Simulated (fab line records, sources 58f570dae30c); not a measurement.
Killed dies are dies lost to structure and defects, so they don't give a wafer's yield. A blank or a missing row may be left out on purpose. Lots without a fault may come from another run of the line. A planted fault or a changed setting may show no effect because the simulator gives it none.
One fault seen from 2 desks | flow berkeley_cmos170 | each desk has only its own numbers; what lay behind them comes last

THE TOOL OWNER'S DESK: rie_diel-02
The tool's own readings at UCB170_GATE_ETCH_14 (etches BARC in N2/H2): means of the sampled wafers that have a number, for each lot that ran on this tool. A lot is out of limits, marked OUT, if its mean lies more than 4 standard deviations from the usual mean; the brackets give that distance.
Columns: A = chamber_pressure_mTorr at UCB170_GATE_ETCH_14, usual 30.001 mTorr; B = drypump_motor_current_A at UCB170_GATE_ETCH_14, usual 5.5 A; C = oes_product_au at UCB170_GATE_ETCH_14, usual 1.003 a.u.; D = rf_fwd_power_W at UCB170_GATE_ETCH_14, usual 495.4 W; E = throttle_valve_pct at UCB170_GATE_ETCH_14, usual 13.39 %
lot  | first seen here | A      | B   | C     | D               | E
L605 | day 7 02:43     | 30.010 | 5.6 | 0.990 | 497.2           | 13.34
L607 | day 8 02:51     | 30.025 | 5.7 | 0.995 | 496.6           | 13.54
L615 | day 9 20:10     | 30.002 | 5.4 | 0.990 | 496.5           | 13.42
L624 | day 12 22:25    | 30.010 | 5.7 | 0.968 | 468.3 (-12) OUT | 13.45
L623 | day 12 22:53    | 29.988 | 5.7 | 0.962 | 469.9 (-12) OUT | 13.46
This desk's finding: out of limits on L623, L624; first on L624, day 12 22:25 (rf_fwd_power_W at UCB170_GATE_ETCH_14). In limits: L605, L607, L615.

THE METROLOGY DESK
What the gauges read, lot by lot, whatever tool the lot ran on: means of the sampled wafers that have a number. A lot is out of limits, marked OUT, if its mean lies more than 4 standard deviations from the usual mean; the brackets give that distance.
Columns: A = NWELL_NITRIDE_THK at UCB170_NWELL_THK_MEAS_05, usual 225.0 nm; B = NWELL_TW at UCB170_NWELL_TW_MEAS_16, usual 1242; C = ACTIVE_NITRIDE_THK at UCB170_ACTIVE_THK_MEAS_06, usual 220.4 nm
lot  | first seen here | A     | B    | C
L605 | day 2 12:19     | 224.9 | 1231 | 215.4
L606 | day 2 17:07     | 224.2 | 1236 | 218.2
L607 | day 3 01:16     | 228.8 | 1267 | 219.3
L609 | day 3 01:16     | 223.3 | 1234 | 219.3
L608 | day 3 01:17     | 222.0 | 1268 | 221.2
L610 | day 3 16:33     | 224.8 | 1266 | 223.2
L611 | day 3 16:37     | 219.5 | 1269 | 221.3
L613 | day 4 02:30     | 227.2 | 1264 | 217.9
L615 | day 4 14:11     | 221.6 | 1231 | 221.6
L623 | day 6 14:33     | 228.2 | 1261 | 219.1
L624 | day 6 14:33     | 226.6 | 1234 | 221.0
L625 | day 6 14:33     | 227.1 | 1229 | 220.3
L627 | day 6 22:38     | 225.0 | 1245 | 217.0
L628 | day 7 13:10     | 227.7 | 1217 | 219.7
This desk's finding: nothing out of limits on any of the 14 lots.

PUT TOGETHER
The tool owner's desk could have raised an alarm at day 12 22:25, on L623, L624.
The metrology desk saw nothing out of limits.
The metrology desk has L623, L624 on record, within its limits.
Of the lots named, all ran UCB170_GATE_ETCH_14 on rie_diel-02.

WHAT THE SIMULATOR HAD PUT IN
Process parameter drift: rie_diel-02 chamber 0, from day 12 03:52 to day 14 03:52, at UCB170_GATE_ETCH_14. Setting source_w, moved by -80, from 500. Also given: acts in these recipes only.
Lots struck among those shown: L623, L624.
Hours from the fault's start to each desk's first reading out of limits: the tool owner's desk, 19.
